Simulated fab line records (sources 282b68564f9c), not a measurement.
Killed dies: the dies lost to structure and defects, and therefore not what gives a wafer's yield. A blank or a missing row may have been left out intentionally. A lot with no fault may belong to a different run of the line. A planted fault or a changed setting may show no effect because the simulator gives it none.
fab line records || flow ritCmos
record {"lots": 14, "wafers": 42, "lastDay": 7}
route steps=202 shown GATE@81 M1@202
lots untouched by any fault: they come from a run of this same line in which no faults occurred
startH: start of the lot's first displayed wafer, in hours after the record's first day || waitH: hours since the lot's step before || " unchanged from the row above || L1.1+2: one row covering several wafers at once || - either no value or no given start || * or withheld: withheld || < > ~ a bound
route shown NAME@n: a module of which the file shows steps, and the number in the route of the first || usual: mean and standard deviation over wafers with no fault || same: alike in all rows || chamber/n: place in a boat || sites: per-site readings || _std_site: standard deviation across them || _edge_site: outer sites' mean less inner sites' || radiusMm: how far each site lies from the wafer's centre || mask NAME#n: copy n || behind: tool/chamber where the wafer was last shaped || hold: why the lot was held/for how many hours/how that ended || device: the transistor (n, p or np) that didn't switch || end of line: the route-end tests of the same wafers || a step without rows: its recipe alone || killed: the dies lost at the first sort to structure and to defects; this is not the yield of the wafer || map: per-die view of a wafer (x killed, . not killed, _ where there is no die)
set.NAME: the run value of the setting; set.NAME@STEP: its run value at that earlier step || model.NAME: the simulator's own value behind a step, which no gauge read
steps of the route over a sample of lots; a table a step, a row a wafer
services: a tool's chamber out of use, with start hour (startH, from the record's first day; less than 0 if before it), hours out, and reason
## steps
# step RIT_GATE_OXIDATION_05
# recipe {"tempC": 900, "ambient": "O2", "targetThkA": 30, "oxTimeS": 270}
# usual {"spikeTcCentreC": "903.2/1.1", "spikeTcLoadC": "925.7/2.4", "spikeTcSourceC": "923.0/2.2", "tubeCenterTempC": "900.01/0.087", "tube_center_temp_C_max": "902.3/0.34"}
{"lot.wafer": "L230.3", "tool": "furnace-03", "chamber": 0, "startH": 32.77, "waitH": 0.0, "spikeTcCentreC": 903.5, "spikeTcLoadC": 930.0, "spikeTcSourceC": 923.2, "tubeCenterTempC": 899.97, "tube_center_temp_C_max": 902.5}
{"lot.wafer": "L230.4", "tool": "furnace-03", "chamber": 0, "startH": 32.77, "waitH": 0.0, "spikeTcCentreC": 903.2, "spikeTcLoadC": 927.5, "spikeTcSourceC": 921.9, "tubeCenterTempC": 899.98, "tube_center_temp_C_max": 902.5}
{"lot.wafer": "L230.5", "tool": "furnace-03", "chamber": 0, "startH": 32.77, "waitH": 0.0, "spikeTcCentreC": 904.6, "spikeTcLoadC": 928.0, "spikeTcSourceC": 923.6, "tubeCenterTempC": 899.94, "tube_center_temp_C_max": 902.3}
{"lot.wafer": "L231.2", "tool": "furnace-03", "chamber": 0, "startH": 37.86, "waitH": 0.0, "spikeTcCentreC": 903.7, "spikeTcLoadC": 930.1, "spikeTcSourceC": 922.2, "tubeCenterTempC": 900.12, "tube_center_temp_C_max": 901.8}
{"lot.wafer": "L231.3", "tool": "furnace-03", "chamber": 0, "startH": 37.86, "waitH": 0.0, "spikeTcCentreC": 904.7, "spikeTcLoadC": 928.0, "spikeTcSourceC": 923.4, "tubeCenterTempC": 899.97, "tube_center_temp_C_max": 901.8}
{"lot.wafer": "L231.4", "tool": "furnace-03", "chamber": 0, "startH": 37.86, "waitH": 0.0, "spikeTcCentreC": 907.2, "spikeTcLoadC": 927.2, "spikeTcSourceC": 922.0, "tubeCenterTempC": 899.87, "tube_center_temp_C_max": 902.3}
{"lot.wafer": "L232.2", "tool": "furnace-03", "chamber": 0, "startH": 43.37, "waitH": 0.2, "spikeTcCentreC": 904.1, "spikeTcLoadC": 929.8, "spikeTcSourceC": 921.7, "tubeCenterTempC": 900.04, "tube_center_temp_C_max": 902.0}
{"lot.wafer": "L232.3", "tool": "furnace-03", "chamber": 0, "startH": 43.37, "waitH": 0.2, "spikeTcCentreC": 903.9, "spikeTcLoadC": 930.0, "spikeTcSourceC": 921.8, "tubeCenterTempC": 899.98, "tube_center_temp_C_max": 902.5}
{"lot.wafer": "L232.4", "tool": "furnace-03", "chamber": 0, "startH": 43.37, "waitH": 0.2, "spikeTcCentreC": 902.4, "spikeTcLoadC": 928.5, "spikeTcSourceC": 921.2, "tubeCenterTempC": 900.12, "tube_center_temp_C_max": 902.1}
{"lot.wafer": "L233.1", "tool": "furnace-03", "chamber": 0, "startH": 47.89, "waitH": 0.1, "spikeTcCentreC": 905.9, "spikeTcLoadC": 929.4, "spikeTcSourceC": 922.6, "tubeCenterTempC": 899.95, "tube_center_temp_C_max": 902.5}
{"lot.wafer": "L233.2", "tool": "furnace-03", "chamber": 0, "startH": 47.89, "waitH": 0.1, "spikeTcCentreC": 902.7, "spikeTcLoadC": 929.2, "spikeTcSourceC": 922.7, "tubeCenterTempC": 899.98, "tube_center_temp_C_max": 902.3}
{"lot.wafer": "L233.5", "tool": "furnace-03", "chamber": 0, "startH": 47.89, "waitH": 0.1, "spikeTcCentreC": 902.9, "spikeTcLoadC": 929.5, "spikeTcSourceC": 922.8, "tubeCenterTempC": 900.05, "tube_center_temp_C_max": 902.5}
{"lot.wafer": "L234.1", "tool": "furnace-01", "chamber": 0, "startH": 52.05, "waitH": 0.2, "spikeTcCentreC": 902.2, "spikeTcLoadC": 922.8, "spikeTcSourceC": 924.1, "tubeCenterTempC": 900.08, "tube_center_temp_C_max": 901.9}
{"lot.wafer": "L234.3", "tool": "furnace-01", "chamber": 0, "startH": 52.05, "waitH": 0.2, "spikeTcCentreC": 902.3, "spikeTcLoadC": 924.8, "spikeTcSourceC": 925.0, "tubeCenterTempC": 899.9, "tube_center_temp_C_max": 901.6}
{"lot.wafer": "L234.6", "tool": "furnace-01", "chamber": 0, "startH": 52.05, "waitH": 0.2, "spikeTcCentreC": 902.9, "spikeTcLoadC": 923.8, "spikeTcSourceC": 925.1, "tubeCenterTempC": 900.12, "tube_center_temp_C_max": 902.6}
{"lot.wafer": "L235.1", "tool": "furnace-01", "chamber": 0, "startH": 58.49, "waitH": 0.3, "spikeTcCentreC": 902.8, "spikeTcLoadC": 924.8, "spikeTcSourceC": 926.2, "tubeCenterTempC": 900.13, "tube_center_temp_C_max": 902.9}
{"lot.wafer": "L235.3", "tool": "furnace-01", "chamber": 0, "startH": 58.49, "waitH": 0.3, "spikeTcCentreC": 901.9, "spikeTcLoadC": 925.5, "spikeTcSourceC": 924.7, "tubeCenterTempC": 899.91, "tube_center_temp_C_max": 902.2}
{"lot.wafer": "L235.6", "tool": "furnace-01", "chamber": 0, "startH": 58.49, "waitH": 0.3, "spikeTcCentreC": 902.2, "spikeTcLoadC": 922.5, "spikeTcSourceC": 925.7, "tubeCenterTempC": 899.94, "tube_center_temp_C_max": 902.9}
{"lot.wafer": "L236.1", "tool": "furnace-03", "chamber": 0, "startH": 62.30, "waitH": 0.1, "spikeTcCentreC": 904.0, "spikeTcLoadC": 927.5, "spikeTcSourceC": 920.8, "tubeCenterTempC": 900, "tube_center_temp_C_max": 902.4}
{"lot.wafer": "L236.3", "tool": "furnace-03", "chamber": 0, "startH": 62.30, "waitH": 0.1, "spikeTcCentreC": 904.1, "spikeTcLoadC": 929.7, "spikeTcSourceC": 922.4, "tubeCenterTempC": 899.98, "tube_center_temp_C_max": 902.7}
{"lot.wafer": "L236.6", "tool": "furnace-03", "chamber": 0, "startH": 62.30, "waitH": 0.1, "spikeTcCentreC": 903.7, "spikeTcLoadC": 927.9, "spikeTcSourceC": 922.1, "tubeCenterTempC": 900.12, "tube_center_temp_C_max": 903.0}
{"lot.wafer": "L239.3", "tool": "furnace-04", "chamber": 0, "startH": 77.39, "waitH": 0.0, "spikeTcCentreC": 903.3, "spikeTcLoadC": 924.6, "spikeTcSourceC": 920.3, "tubeCenterTempC": 900.01, "tube_center_temp_C_max": 902.9}
{"lot.wafer": "L239.4", "tool": "furnace-04", "chamber": 0, "startH": 77.39, "waitH": 0.0, "spikeTcCentreC": 902.5, "spikeTcLoadC": 924.4, "spikeTcSourceC": 920.1, "tubeCenterTempC": 899.97, "tube_center_temp_C_max": 902.1}
{"lot.wafer": "L239.5", "tool": "furnace-04", "chamber": 0, "startH": 77.39, "waitH": 0.0, "spikeTcCentreC": 903.4, "spikeTcLoadC": 924.1, "spikeTcSourceC": 919.9, "tubeCenterTempC": 899.99, "tube_center_temp_C_max": 902.2}
{"lot.wafer": "L240.2", "tool": "furnace-03", "chamber": 0, "startH": 81.40, "waitH": 0.0, "spikeTcCentreC": 901.5, "spikeTcLoadC": 929.3, "spikeTcSourceC": 921.5, "tubeCenterTempC": 900, "tube_center_temp_C_max": 902.1}
{"lot.wafer": "L240.4", "tool": "furnace-03", "chamber": 0, "startH": 81.40, "waitH": 0.0, "spikeTcCentreC": 904.1, "spikeTcLoadC": 929.8, "spikeTcSourceC": 921.2, "tubeCenterTempC": 899.95, "tube_center_temp_C_max": 902.0}
{"lot.wafer": "L240.5", "tool": "furnace-03", "chamber": 0, "startH": 81.40, "waitH": 0.0, "spikeTcCentreC": 903.6, "spikeTcLoadC": 928.4, "spikeTcSourceC": 922.8, "tubeCenterTempC": 900.08, "tube_center_temp_C_max": 902.3}
{"lot.wafer": "L242.1", "tool": "furnace-01", "chamber": 0, "startH": 93.37, "waitH": 1.5, "spikeTcCentreC": 918.5, "spikeTcLoadC": 939.2, "spikeTcSourceC": 939.2, "tubeCenterTempC": 915.1, "tube_center_temp_C_max": 918.1}
{"lot.wafer": "L242.3", "tool": "furnace-01", "chamber": 0, "startH": 93.37, "waitH": 1.5, "spikeTcCentreC": 918.3, "spikeTcLoadC": 939.4, "spikeTcSourceC": 940.2, "tubeCenterTempC": 915.16, "tube_center_temp_C_max": 917.7}
{"lot.wafer": "L242.6", "tool": "furnace-01", "chamber": 0, "startH": 93.37, "waitH": 1.5, "spikeTcCentreC": 918.4, "spikeTcLoadC": 937.8, "spikeTcSourceC": 939.7, "tubeCenterTempC": 914.87, "tube_center_temp_C_max": 916.6}
{"lot.wafer": "L243.3", "tool": "furnace-01", "chamber": 0, "startH": 99.25, "waitH": 2.6, "spikeTcCentreC": 918.1, "spikeTcLoadC": 938.6, "spikeTcSourceC": 940.6, "tubeCenterTempC": 915.04, "tube_center_temp_C_max": 916.8}
{"lot.wafer": "L243.4", "tool": "furnace-01", "chamber": 0, "startH": 99.25, "waitH": 2.6, "spikeTcCentreC": 918.2, "spikeTcLoadC": 939.7, "spikeTcSourceC": 941.5, "tubeCenterTempC": 915.03, "tube_center_temp_C_max": 917.1}
{"lot.wafer": "L243.5", "tool": "furnace-01", "chamber": 0, "startH": 99.25, "waitH": 2.6, "spikeTcCentreC": 919.4, "spikeTcLoadC": 939.0, "spikeTcSourceC": 940.3, "tubeCenterTempC": 914.93, "tube_center_temp_C_max": 917.5}
{"lot.wafer": "L250.4", "tool": "furnace-04", "chamber": 0, "startH": 134.25, "waitH": 0.0, "spikeTcCentreC": 900.6, "spikeTcLoadC": 924.4, "spikeTcSourceC": 920.1, "tubeCenterTempC": 899.98, "tube_center_temp_C_max": 902.3}
{"lot.wafer": "L250.5", "tool": "furnace-04", "chamber": 0, "startH": 134.25, "waitH": 0.0, "spikeTcCentreC": 901.4, "spikeTcLoadC": 924.0, "spikeTcSourceC": 918.7, "tubeCenterTempC": 900.07, "tube_center_temp_C_max": 901.9}
{"lot.wafer": "L250.6", "tool": "furnace-04", "chamber": 0, "startH": 134.25, "waitH": 0.0, "spikeTcCentreC": 902.3, "spikeTcLoadC": 924.8, "spikeTcSourceC": 921.6, "tubeCenterTempC": 900, "tube_center_temp_C_max": 902.0}
{"lot.wafer": "L251.3", "tool": "furnace-04", "chamber": 0, "startH": 140.07, "waitH": 2.1, "spikeTcCentreC": 902.9, "spikeTcLoadC": 922.6, "spikeTcSourceC": 919.4, "tubeCenterTempC": 899.92, "tube_center_temp_C_max": 902.1}
{"lot.wafer": "L251.5", "tool": "furnace-04", "chamber": 0, "startH": 140.07, "waitH": 2.1, "spikeTcCentreC": 903.4, "spikeTcLoadC": 925.3, "spikeTcSourceC": 920.8, "tubeCenterTempC": 900.06, "tube_center_temp_C_max": 902.3}
{"lot.wafer": "L251.6", "tool": "furnace-04", "chamber": 0, "startH": 140.07, "waitH": 2.1, "spikeTcCentreC": 902.7, "spikeTcLoadC": 923.9, "spikeTcSourceC": 919.9, "tubeCenterTempC": 899.91, "tube_center_temp_C_max": 902.3}
{"lot.wafer": "L252.1", "tool": "furnace-04", "chamber": 0, "startH": 143.08, "waitH": 1.5, "spikeTcCentreC": 901.5, "spikeTcLoadC": 924.3, "spikeTcSourceC": 920.2, "tubeCenterTempC": 899.85, "tube_center_temp_C_max": 902.5}
{"lot.wafer": "L252.4", "tool": "furnace-04", "chamber": 0, "startH": 143.08, "waitH": 1.5, "spikeTcCentreC": 902.1, "spikeTcLoadC": 924.4, "spikeTcSourceC": 920.2, "tubeCenterTempC": 900, "tube_center_temp_C_max": 902.4}
{"lot.wafer": "L252.5", "tool": "furnace-04", "chamber": 0, "startH": 143.08, "waitH": 1.5, "spikeTcCentreC": 900.9, "spikeTcLoadC": 924.0, "spikeTcSourceC": 921.9, "tubeCenterTempC": 900.1, "tube_center_temp_C_max": 902.6}
# step RIT_GATE_THK_MEAS_07
# recipe {"reads": "SiO2_of_GATE_OXIDATION_05"}
# usual {"GATE_OXIDE_THK": "3.00/0.068"}
{"lot.wafer": "L230.3", "tool": "filmMetro-03", "chamber": "-", "startH": 34.11, "waitH": 0.0, "GATE_OXIDE_THK[nm]": 3.12}
{"lot.wafer": "L230.4", "tool": "filmMetro-03", "chamber": "-", "startH": 34.11, "waitH": 0.0, "GATE_OXIDE_THK[nm]": 3.13}
{"lot.wafer": "L230.5", "tool": "filmMetro-03", "chamber": "-", "startH": 34.11, "waitH": 0.0, "GATE_OXIDE_THK[nm]": 3.09}
{"lot.wafer": "L231.2", "tool": "filmMetro-02", "chamber": "-", "startH": 39.19, "waitH": 0.0, "GATE_OXIDE_THK[nm]": 2.96}
{"lot.wafer": "L231.3", "tool": "filmMetro-02", "chamber": "-", "startH": 39.19, "waitH": 0.0, "GATE_OXIDE_THK[nm]": 3.06}
{"lot.wafer": "L231.4", "tool": "filmMetro-02", "chamber": "-", "startH": 39.19, "waitH": 0.0, "GATE_OXIDE_THK[nm]": 3.02}
{"lot.wafer": "L232.2", "tool": "filmMetro-03", "chamber": "-", "startH": 44.70, "waitH": 0.0, "GATE_OXIDE_THK[nm]": 3.04}
{"lot.wafer": "L232.3", "tool": "filmMetro-03", "chamber": "-", "startH": 44.70, "waitH": 0.0, "GATE_OXIDE_THK[nm]": 3.03}
{"lot.wafer": "L232.4", "tool": "filmMetro-03", "chamber": "-", "startH": 44.70, "waitH": 0.0, "GATE_OXIDE_THK[nm]": 3.00}
{"lot.wafer": "L233.1", "tool": "filmMetro-03", "chamber": "-", "startH": 49.22, "waitH": 0.0, "GATE_OXIDE_THK[nm]": 3.11}
{"lot.wafer": "L233.2", "tool": "filmMetro-03", "chamber": "-", "startH": 49.22, "waitH": 0.0, "GATE_OXIDE_THK[nm]": 3.02}
{"lot.wafer": "L233.5", "tool": "filmMetro-03", "chamber": "-", "startH": 49.22, "waitH": 0.0, "GATE_OXIDE_THK[nm]": 3.03}
{"lot.wafer": "L234.1", "tool": "filmMetro-02", "chamber": "-", "startH": 53.38, "waitH": 0.0, "GATE_OXIDE_THK[nm]": 3.15}
{"lot.wafer": "L234.3", "tool": "filmMetro-02", "chamber": "-", "startH": 53.38, "waitH": 0.0, "GATE_OXIDE_THK[nm]": 3.03}
{"lot.wafer": "L234.6", "tool": "filmMetro-02", "chamber": "-", "startH": 53.38, "waitH": 0.0, "GATE_OXIDE_THK[nm]": 3.09}
{"lot.wafer": "L235.1", "tool": "filmMetro-03", "chamber": "-", "startH": 59.82, "waitH": 0.0, "GATE_OXIDE_THK[nm]": 2.99}
{"lot.wafer": "L235.3", "tool": "filmMetro-03", "chamber": "-", "startH": 59.82, "waitH": 0.0, "GATE_OXIDE_THK[nm]": 2.98}
{"lot.wafer": "L235.6", "tool": "filmMetro-03", "chamber": "-", "startH": 59.82, "waitH": 0.0, "GATE_OXIDE_THK[nm]": 3.07}
{"lot.wafer": "L236.1", "tool": "filmMetro-04", "chamber": "-", "startH": 63.63, "waitH": 0.0, "GATE_OXIDE_THK[nm]": 3.03}
{"lot.wafer": "L236.3", "tool": "filmMetro-04", "chamber": "-", "startH": 63.63, "waitH": 0.0, "GATE_OXIDE_THK[nm]": 3.09}
{"lot.wafer": "L236.6", "tool": "filmMetro-04", "chamber": "-", "startH": 63.63, "waitH": 0.0, "GATE_OXIDE_THK[nm]": 3.09}
{"lot.wafer": "L239.3", "tool": "filmMetro-02", "chamber": "-", "startH": 78.74, "waitH": 0.0, "GATE_OXIDE_THK[nm]": 2.88}
{"lot.wafer": "L239.4", "tool": "filmMetro-02", "chamber": "-", "startH": 78.74, "waitH": 0.0, "GATE_OXIDE_THK[nm]": 2.92}
{"lot.wafer": "L239.5", "tool": "filmMetro-02", "chamber": "-", "startH": 78.74, "waitH": 0.0, "GATE_OXIDE_THK[nm]": 2.96}
{"lot.wafer": "L240.2", "tool": "filmMetro-02", "chamber": "-", "startH": 83.58, "waitH": 0.0, "GATE_OXIDE_THK[nm]": 3.13}
{"lot.wafer": "L240.4", "tool": "filmMetro-02", "chamber": "-", "startH": 83.58, "waitH": 0.0, "GATE_OXIDE_THK[nm]": 3.08}
{"lot.wafer": "L240.5", "tool": "filmMetro-02", "chamber": "-", "startH": 83.58, "waitH": 0.0, "GATE_OXIDE_THK[nm]": 3.06}
{"lot.wafer": "L242.1", "tool": "filmMetro-02", "chamber": "-", "startH": 96.01, "waitH": 0.0, "GATE_OXIDE_THK[nm]": 3.54}
{"lot.wafer": "L242.3", "tool": "filmMetro-02", "chamber": "-", "startH": 96.01, "waitH": 0.0, "GATE_OXIDE_THK[nm]": 3.54}
{"lot.wafer": "L242.6", "tool": "filmMetro-02", "chamber": "-", "startH": 96.01, "waitH": 0.0, "GATE_OXIDE_THK[nm]": 3.61}
{"lot.wafer": "L243.3", "tool": "filmMetro-03", "chamber": "-", "startH": 102.53, "waitH": 0.0, "GATE_OXIDE_THK[nm]": 3.52}
{"lot.wafer": "L243.4", "tool": "filmMetro-03", "chamber": "-", "startH": 102.53, "waitH": 0.0, "GATE_OXIDE_THK[nm]": 3.49}
{"lot.wafer": "L243.5", "tool": "filmMetro-03", "chamber": "-", "startH": 102.53, "waitH": 0.0, "GATE_OXIDE_THK[nm]": 3.54}
{"lot.wafer": "L250.4", "tool": "filmMetro-02", "chamber": "-", "startH": 137.87, "waitH": 0.0, "GATE_OXIDE_THK[nm]": 2.92}
{"lot.wafer": "L250.5", "tool": "filmMetro-02", "chamber": "-", "startH": 137.87, "waitH": 0.0, "GATE_OXIDE_THK[nm]": 2.97}
{"lot.wafer": "L250.6", "tool": "filmMetro-02", "chamber": "-", "startH": 137.87, "waitH": 0.0, "GATE_OXIDE_THK[nm]": 2.91}
{"lot.wafer": "L251.3", "tool": "filmMetro-03", "chamber": "-", "startH": 143.19, "waitH": 0.0, "GATE_OXIDE_THK[nm]": 3.00}
{"lot.wafer": "L251.5", "tool": "filmMetro-03", "chamber": "-", "startH": 143.19, "waitH": 0.0, "GATE_OXIDE_THK[nm]": 2.91}
{"lot.wafer": "L251.6", "tool": "filmMetro-03", "chamber": "-", "startH": 143.19, "waitH": 0.0, "GATE_OXIDE_THK[nm]": 3.00}
{"lot.wafer": "L252.1", "tool": "filmMetro-04", "chamber": "-", "startH": 144.41, "waitH": 0.0, "GATE_OXIDE_THK[nm]": 3.01}
{"lot.wafer": "L252.4", "tool": "filmMetro-04", "chamber": "-", "startH": 144.41, "waitH": 0.0, "GATE_OXIDE_THK[nm]": 3.00}
{"lot.wafer": "L252.5", "tool": "filmMetro-04", "chamber": "-", "startH": 144.41, "waitH": 0.0, "GATE_OXIDE_THK[nm]": 3.04}
# step RIT_M1_PROBE_99
# usual {"killedAtContacts": "0.0/0.16", "killedAtFrontEnd": "7/3", "killedDies": "7/3", "killedOpen": "3.5/2", "killedShort": "3.6/2.1"}
# same {"grossDies": 264, "killed_at_M0_to_M3": 0, "killed_at_M4_up": 0, "killedAtBackSide": 0, "killedAtOther": 0}
{"lot.wafer": "L240.2", "tool": "prober-01", "chamber": "-", "startH": 108.19, "waitH": 0.1, "killedAtContacts": 0, "killedAtFrontEnd": 5, "killedDies": 5, "killedOpen": 3, "killedShort": 2}
{"lot.wafer": "L240.4", "tool": "prober-01", "chamber": "-", "startH": 108.29, "waitH": 0.2, "killedAtContacts": 0, "killedAtFrontEnd": 12, "killedDies": 12, "killedOpen": 7, "killedShort": 5}
{"lot.wafer": "L240.5", "tool": "prober-01", "chamber": "-", "startH": 108.34, "waitH": 0.2, "killedAtContacts": 0, "killedAtFrontEnd": 4, "killedDies": 4, "killedOpen": 2, "killedShort": 2}
{"lot.wafer": "L242.1", "tool": "prober-01", "chamber": "-", "startH": 118.89, "waitH": 0.1, "killedAtContacts": 0, "killedAtFrontEnd": 4, "killedDies": 4, "killedOpen": 3, "killedShort": 1}
{"lot.wafer": "L242.3", "tool": "prober-01", "chamber": "-", "startH": 118.99, "waitH": 0.2, "killedAtContacts": 0, "killedAtFrontEnd": 6, "killedDies": 6, "killedOpen": 3, "killedShort": 3}
{"lot.wafer": "L242.6", "tool": "prober-01", "chamber": "-", "startH": 119.14, "waitH": 0.2, "killedAtContacts": 0, "killedAtFrontEnd": 11, "killedDies": 11, "killedOpen": 6, "killedShort": 5}
{"lot.wafer": "L251.3", "tool": "prober-01", "chamber": "-", "startH": 167.58, "waitH": 0.2, "killedAtContacts": 0, "killedAtFrontEnd": 6, "killedDies": 6, "killedOpen": 3, "killedShort": 3}
{"lot.wafer": "L251.5", "tool": "prober-01", "chamber": "-", "startH": 167.68, "waitH": 0.2, "killedAtContacts": 0, "killedAtFrontEnd": 7, "killedDies": 7, "killedOpen": 2, "killedShort": 5}
{"lot.wafer": "L251.6", "tool": "prober-01", "chamber": "-", "startH": 167.73, "waitH": 0.2, "killedAtContacts": 0, "killedAtFrontEnd": 5, "killedDies": 5, "killedOpen": 2, "killedShort": 3}
# killed by level:class
L240.2 GATE:geometricParticle:short=2 GATE:geometricParticle:open=1 REOX:geometricParticle:open=1 SPACER:geometricParticle:open=1
L240.4 GATE:geometricParticle:open=4 GATE:geometricParticle:short=3 FOX1:geometricParticle:short=2 SILICIDE:geometricParticle:open=2 SPACER:geometricParticle:open=1
L240.5 GATE:geometricParticle:open=2 GATE:geometricParticle:short=1 SPACER:geometricParticle:short=1
L242.1 SILICIDE:geometricParticle:open=2 FOX2:geometricParticle:open=1 SILICIDE:geometricParticle:short=1
L242.3 GATE:geometricParticle:short=1 GATE:geometricParticle:open=1 SPACER:geometricParticle:short=1 SPACER:geometricParticle:open=1 SILICIDE:geometricParticle:short=1 SILICIDE:geometricParticle:open=1
L242.6 GATE:geometricParticle:open=4 GATE:geometricParticle:short=3 FOX1:geometricParticle:open=2 FOX1:geometricParticle:short=1 FOX2:geometricParticle:short=1
L251.3 REOX:geometricParticle:short=2 SPACER:geometricParticle:open=2 FOX1:geometricParticle:open=1 GATE:geometricParticle:short=1
L251.5 SPACER:geometricParticle:open=2 SPACER:geometricParticle:short=2 FOX1:geometricParticle:short=1 GATE:geometricParticle:short=1 REOX:geometricParticle:short=1
L251.6 SILICIDE:geometricParticle:short=2 ACTIVE:geometricParticle:open=1 FOX1:geometricParticle:short=1 SPACER:geometricParticle:open=1
## services
{"tool": "furnace-01", "chamber": "-", "startH": 40.59, "hours": 3.2, "kind": "pm"}
{"tool": "furnace-04", "chamber": "-", "startH": 90.00, "hours": 9.9, "kind": "pm"}
{"tool": "furnace-03", "chamber": "-", "startH": 95.16, "hours": 4.2, "kind": "pm"}
{"tool": "furnace-01", "chamber": "-", "startH": 108.52, "hours": 3.1, "kind": "pm"}
{"tool": "furnace-01", "chamber": "-", "startH": 130.79, "hours": 16.5, "kind": "repair"}
## key
firstSign {"step": "RIT_GATE_OXIDATION_05", "reading": "tubeCenterTempC", "direction": "up", "sigmas": "99+", "usual": "*", "struck": "*"}
effect {"step": "RIT_GATE_OXIDATION_05", "reading": "tube_center_temp_C_max", "direction": "up", "sigmas": 44, "usual": "*", "struck": "*"}
effect {"step": "RIT_GATE_THK_MEAS_07", "reading": "GATE_OXIDE_THK", "direction": "up", "sigmas": 7.8, "usual": 3.00, "struck": 3.54}
metAt RIT_GATE_OXIDATION_05
struckLots L242,L243
testerLeftOut L242,L243
onsetBetween 58.49 93.37
fault {"kind": "processParameterDrift", "tool": "furnace-01", "chamber": "-", "onsetH": 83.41, "steps": "RIT_GATE_OXIDATION_05", "channel": "tempC", "offset": "*", "shape": "step", "endH": 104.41, "actsIn": "*", "stated": "*"}
# testerLeftOut: of these lots the tester's yield and bins aren't shown, on N5 and GAA mostly nor the transistor test; their killed dies are dies lost to structure and defects alone, not to doping, threshold or leakage, so they don't give the yield
